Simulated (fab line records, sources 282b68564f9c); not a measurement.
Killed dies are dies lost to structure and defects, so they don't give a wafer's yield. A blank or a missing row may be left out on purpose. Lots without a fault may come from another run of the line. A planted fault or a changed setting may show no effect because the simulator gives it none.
Which tool did it? | flow rit_cmos | 6 lots, 18 wafers sampled, at 1 step of a route of 202

WHAT THE GAUGES READ, wafer by wafer
RIT_ACTIVE_CD_MEAS_90: target cd 1400 nm.
lot  | measured    | on        | cd_nm (nm)
L858 | day 1 22:20 | cd_sem-02 | 1396.4 1396.6 1394.2
L863 | day 2 21:10 | cd_sem-02 | 1397.3 1397.2 1400.1
L870 | day 4 08:11 | cd_sem-02 | 1398.0 1396.9 1395.0
L873 | day 4 23:36 | cd_sem-02 | 1403.6 1403.2 1403.2
L876 | day 5 14:13 | cd_sem-02 | 1399.0 1399.1 1399.5
L879 | day 6 05:13 | cd_sem-02 | 1400.6 1400.7 1400.0

WHICH TOOL RAN EACH LOT (tool, then ch and the chambers of the sampled wafers, then the start)
The record holds no process step before these readings.

THE ANSWER, worked out from the rows above alone
Rule: what is usual is taken from the lots themselves. Put in order of their means at a reading, lots are off if they are a third of the lots or fewer, leave a main group of 4 or more, and stand apart from it by a gap of 3 or more times the standard deviation of the main group's means; of several such gaps the widest counts. A main group whose means are all the same, to the digits that the tables above print for the reading, isn't used. A lot without any number at a reading at which 4 lots or more have one is off too. The other lots that the step has rows for count as sound.
No lot is off at any reading shown: from this, nothing can be told.

WHAT THE SIMULATOR HAD PUT IN
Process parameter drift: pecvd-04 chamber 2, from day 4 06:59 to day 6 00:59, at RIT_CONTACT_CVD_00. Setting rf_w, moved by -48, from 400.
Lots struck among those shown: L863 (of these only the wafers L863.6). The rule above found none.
